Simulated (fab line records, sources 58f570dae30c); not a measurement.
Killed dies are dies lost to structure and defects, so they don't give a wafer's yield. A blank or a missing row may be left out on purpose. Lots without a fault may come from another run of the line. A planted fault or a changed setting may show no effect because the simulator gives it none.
A struck lot beside a sound one | flow berkeley_cmos170 | 44 steps out of a route of 331
Sound: wafers L203.1, L203.2, L203.4. Struck: wafers L223.1, L223.3, L223.4. The cause comes at the end.
At each step with rows: each side's tool, then ch and its chambers, then its first start. Under that, the readings that differ: sound wafers | struck wafers | difference of the means | sigmas: that difference in standard deviations of wafers without a fault.
alike: readings whose means differ by less than 2 such deviations, and words and numbers that are the same on both sides. not compared: withheld readings, readings that some wafer has no value for, bounds like >300 that may hide the same value, and numbers for which the record gives no deviation and whose values overlap.
The two part at a step that has a row with sigmas, a row that says differs or no value, or rows on one side only. Numbers that don't overlap but have no deviation are shown without sigmas and don't part them. A reading that every wafer of one side lacks parts them only if that side has two wafers or more.

first, 4 steps without rows for these wafers: UCB170_NWELL_WET_ETCH_19 (etches SiO2 in BOE, time 22 s); UCB170_PWELL_CLEAN_00 (cleans in SPM, time 600 s); UCB170_PWELL_CLEAN_01 (cleans in dHF, time 60 s); UCB170_PWELL_OXIDATION_02 (target thk 26.4 nm, ox time 1260 s).
UCB170_PWELL_THK_MEAS_03:
  sound on film_metro-03, day 3 00:02; struck on film_metro-03, day 7 04:34
  reading              | sound          | struck         | difference | sigmas
  PWELL_OXIDE_THK (nm) | 25.5 25.8 25.5 | 26.6 26.6 26.9 | +1.1       | +3
then, 2 steps without rows for these wafers: UCB170_PWELL_ANNEAL_04 (time 900 s); UCB170_PWELL_CVD_05 (deposits Si3N4 from SiH2Cl2/NH3, target thk 220 nm, time 3300 s).
UCB170_PWELL_THK_MEAS_06:
  sound on film_metro-01, day 3 06:13; struck on film_metro-04, day 7 09:41
  alike: PWELL_NITRIDE_THK
then, 4 steps without rows for these wafers: UCB170_PWELL_HMDS_07 (prime time 60 s); UCB170_PWELL_COAT_08 (resist thk 900 nm); UCB170_PWELL_SOFTBAKE_09 (time 60 s); UCB170_PWELL_EXPOSE_10 (exposes mask PWELL, target cd 3000 nm).
UCB170_PWELL_PEB_11:
  sound on litho_track-01 ch 0, day 3 06:50; struck on litho_track-04 ch 0, day 7 10:54
  reading                  | sound                | struck               | difference | sigmas
  heater_power_total_W (W) | 56.81 56.80 56.82    | 54.35 54.43 54.42    | -2.41      | -50
  plate_temp_C (C)         | 129.94 129.89 129.86 | 125.81 125.76 125.83 | -4.10      | -29
then, 1 step without rows for these wafers: UCB170_PWELL_DEVELOP_12 (develop time 45 s).
UCB170_PWELL_OVL_MEAS_13:
  sound on overlay-02, day 3 07:07; struck on overlay-02, day 7 11:10
  alike: PWELL_OVL
UCB170_PWELL_ETCH_14: etches Si3N4 in CH3F/Ar/O2, stops on SiO2, target depth 242 nm, time 151 s.
  sound on rie_diel-01 ch 1,2,3, day 3 07:09; struck on rie_diel-01 ch 0,2,3, day 7 11:13
  reading                | sound          | struck         | difference | sigmas
  model.PWELL.cd_nm (nm) | 3002 3002 3003 | 2965 2967 2966 | -36        |
  alike: drypump_motor_current_A, mfc_ar_sccm, oes_product_au, throttle_valve_pct
  not compared: rf_hours_counter_h
then, 1 step without rows for these wafers: UCB170_PWELL_IMPLANT_15.
UCB170_PWELL_STRIP_16: strips in O2.
  sound on plasma_asher-03 ch 0,1, day 3 07:24; struck on plasma_asher-02 ch 0,1, day 7 11:28
  alike: drypump_motor_current_A, oes_product_au, strip_time_to_endpoint_s
  not compared: rf_hours_counter_h
UCB170_PWELL_TW_MEAS_17:
  sound on film_metro-01, day 3 07:30; struck on film_metro-03, day 7 11:34
  alike: PWELL_TW
then, 5 steps without rows for these wafers: UCB170_PWELL_CLEAN_18 (cleans in SPM, time 600 s); UCB170_PWELL_WET_ETCH_19 (etches Si3N4 in H3PO4, time 14400 s); UCB170_PWELL_WET_ETCH_20 (etches SiO2 in BOE, time 22 s); UCB170_WELLDRIVE_CLEAN_00 (cleans in SPM, time 600 s); UCB170_WELLDRIVE_OXIDATION_01 (target thk 199 nm, ox time 9000 s).
UCB170_WELLDRIVE_THK_MEAS_02:
  sound on film_metro-04, day 3 18:15; struck on film_metro-02, day 7 22:35
  alike: WELLDRIVE_OXIDE_THK
then, 5 steps without rows for these wafers: UCB170_WELLDRIVE_ANNEAL_03 (time 900 s); UCB170_WELLDRIVE_WET_ETCH_04 (etches SiO2 in BOE, time 120 s); UCB170_ACTIVE_CLEAN_00 (cleans in SPM, time 600 s); UCB170_ACTIVE_CLEAN_01 (cleans in dHF, time 60 s); UCB170_ACTIVE_OXIDATION_02 (target thk 26.4 nm, ox time 1260 s).
UCB170_ACTIVE_THK_MEAS_03:
  sound on film_metro-03, day 4 04:57; struck on film_metro-03, day 8 09:25
  alike: ACTIVE_OXIDE_THK
then, 2 steps without rows for these wafers: UCB170_ACTIVE_ANNEAL_04 (time 900 s); UCB170_ACTIVE_CVD_05 (deposits Si3N4 from SiH2Cl2/NH3, target thk 220 nm, time 3300 s).
UCB170_ACTIVE_THK_MEAS_06:
  sound on film_metro-02, day 4 10:26; struck on film_metro-02, day 8 16:13
  alike: ACTIVE_NITRIDE_THK
then, 6 steps without rows for these wafers: UCB170_ACTIVE_HMDS_07 (prime time 60 s); UCB170_ACTIVE_COAT_08 (resist thk 900 nm); UCB170_ACTIVE_SOFTBAKE_09 (time 60 s); UCB170_ACTIVE_EXPOSE_10 (exposes mask ACTIVE, target cd 1200 nm); UCB170_ACTIVE_PEB_11; UCB170_ACTIVE_DEVELOP_12 (develop time 45 s).
UCB170_ACTIVE_CD_MEAS_13: target cd 1200 nm.
  sound on cd_sem-01, day 4 12:43; struck on cd_sem-02, day 8 17:44
  reading    | sound                | struck               | difference | sigmas
  cd_nm (nm) | 1200.4 1200.9 1200.5 | 1190.5 1187.7 1190.4 | -11.1      | -9
UCB170_ACTIVE_OVL_MEAS_14:
  sound on overlay-02, day 4 12:50; struck on overlay-01, day 8 17:52
  alike: ACTIVE_OVL
UCB170_ACTIVE_ETCH_15: etches Si3N4 in CH3F/Ar/O2, stops on SiO2, target depth 242 nm, time 151 s.
  sound on rie_diel-01 ch 0,1,2, day 4 12:52; struck on rie_diel-03 ch 0,3, day 8 17:54
  reading                 | sound          | struck         | difference | sigmas
  model.ACTIVE.cd_nm (nm) | 1200 1201 1200 | 1190 1188 1191 | -11        |
  alike: drypump_motor_current_A, mfc_ar_sccm, oes_product_au, throttle_valve_pct
  not compared: rf_hours_counter_h
UCB170_M3_PROBE_99:
  the record has rows for the sound wafers here (prober-01, day 8 05:46) and none for the struck ones

WHERE THEY PART
First at UCB170_PWELL_THK_MEAS_03; last, within this record, at UCB170_M3_PROBE_99.

WHY: what the simulator had put in
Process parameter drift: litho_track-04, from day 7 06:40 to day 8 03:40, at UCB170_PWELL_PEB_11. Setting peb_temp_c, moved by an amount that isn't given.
